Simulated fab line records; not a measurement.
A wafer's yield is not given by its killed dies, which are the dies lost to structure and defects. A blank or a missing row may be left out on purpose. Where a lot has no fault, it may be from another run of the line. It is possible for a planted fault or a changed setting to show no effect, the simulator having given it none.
Comparing a struck lot with a sound one | flow rit_cmos | 17 steps out of a route of 202
Sound: wafers L295.1, L295.4, L295.5. Struck: wafers L306.2, L306.4, L306.6. The cause is given at the end.
Each step with rows lists, per side, the tool, then ch with its chambers, then its first start. Under that, the readings that differ: sound wafers | struck wafers | difference of the means | sigmas: that difference in standard deviations of wafers without a fault.
alike: readings whose means differ by less than 2 such deviations, and words and numbers that are the same on both sides. not compared: withheld readings, readings that some wafer has no value for, bounds like >300 that may hide the same value, and numbers for which the record gives no deviation and whose values overlap.
Wherever a step has rows on one side only, a row that says differs or no value, or a row with sigmas, the two part there. Non-overlapping numbers with no deviation appear without sigmas and do not part them. Lack of a reading on every wafer of one side parts them only where that side has two or more wafers.

RIT_NWELL_TW_MEAS_10:
  sound on film_metro-03, day 3 04:20; struck on film_metro-01, day 5 12:49
  reading  | sound          | struck         | difference | sigmas
  NWELL_TW | 2128 2127 2132 | 2154 2149 2146 | +21        | +2
then, 6 steps without rows for these wafers: RIT_PWELL_HMDS_00 (prime time 60 s); RIT_PWELL_COAT_01 (resist thk 1300 nm); RIT_PWELL_SOFTBAKE_02 (time 60 s); RIT_PWELL_EXPOSE_03 (exposes mask M3, target cd 43700 nm); RIT_PWELL_PEB_04; RIT_PWELL_DEVELOP_05 (develop time 68 s).
RIT_PWELL_OVL_MEAS_06:
  sound on overlay-01, day 3 05:16; struck on overlay-02, day 5 13:53
  alike: PWELL_OVL
then, 2 steps without rows for these wafers: RIT_PWELL_HARDBAKE_07 (time 120 s); RIT_PWELL_IMPLANT_08.
RIT_PWELL_STRIP_09: strips in O2, time 180 s.
  sound on plasma_asher-04 ch 0,1, day 3 05:43; struck on plasma_asher-04 ch 0,1, day 5 14:19
  alike: drypump_motor_current_A
  not compared: rf_hours_counter_h
RIT_PWELL_TW_MEAS_10:
  sound on film_metro-03, day 3 05:53; struck on film_metro-04, day 5 14:29
  alike: PWELL_TW
RIT_WELLDRIVE_ANNEAL_00: time 14700 s.
  sound on furnace-01 ch 0, day 3 05:56; struck on furnace-01 ch 0, day 5 14:36
  reading                | sound                | struck               | difference | sigmas
  spike_tc_centre_C (C)  | 1104.3 1102.3 1104.2 | 1096.1 1095.6 1093.1 | -8.7       | -8
  tube_center_temp_C (C) | 1099.9 1100.1 1099.9 | 1092 1092 1092.1     | -8         | -82
  tube_center_temp_C_max | 1102.2 1102.9 1102.2 | 1094.7 1095.1 1094.5 | -7.7       | -18
  alike: zone_power_centre_pct
RIT_WELLDRIVE_RS_MEAS_01: measures by four-point-probe.
  sound on film_metro-04, day 3 11:02; struck on film_metro-03, day 5 19:43
  reading           | sound             | struck            | difference | sigmas
  NWELL_RS (ohm/sq) | 274.2 273.7 273.3 | 283.9 284.8 284.5 | +10.7      | +13
RIT_WELLDRIVE_RS_MEAS_02: measures by four-point-probe.
  sound on film_metro-04, day 3 11:09; struck on film_metro-03, day 5 19:50
  reading           | sound             | struck            | difference | sigmas
  PWELL_RS (ohm/sq) | 431.4 430.6 431.1 | 437.8 437.9 438.9 | +7.2       | +6
then, 1 step without rows for these wafers: RIT_NRETRO_HMDS_00 (prime time 60 s).
RIT_M1_PROBE_99:
  sound on prober-01, day 4 16:15; struck on prober-02, day 7 04:23
  reading                             | sound             | struck          | difference | sigmas
  model.etest.nwell_pinched.rs_ohm_sq | 335.5 332.9 337.4 | 355 354.6 355.9 | +20        |
  model.etest.cap_p_gate.c_min_ff_um2 | 2.324 2.326 2.318 | 2.351 2.35 2.36 | +0.031     |
  alike: killed_at_contacts, killed_at_front_end, killed_dies, killed_open, killed_short
  not compared: model.etest.pwell.rs_ohm_sq, model.etest.field_n.vt_v, model.etest.field_p_metal.vt_v, model.etest.field_p.vt_v

WHERE THEY PART
At RIT_NWELL_TW_MEAS_10 first; at RIT_WELLDRIVE_RS_MEAS_02 last (within this record only). Later steps at which nothing parts them and some readings are alike: RIT_M1_PROBE_99.

WHY: what had been put in by the simulator
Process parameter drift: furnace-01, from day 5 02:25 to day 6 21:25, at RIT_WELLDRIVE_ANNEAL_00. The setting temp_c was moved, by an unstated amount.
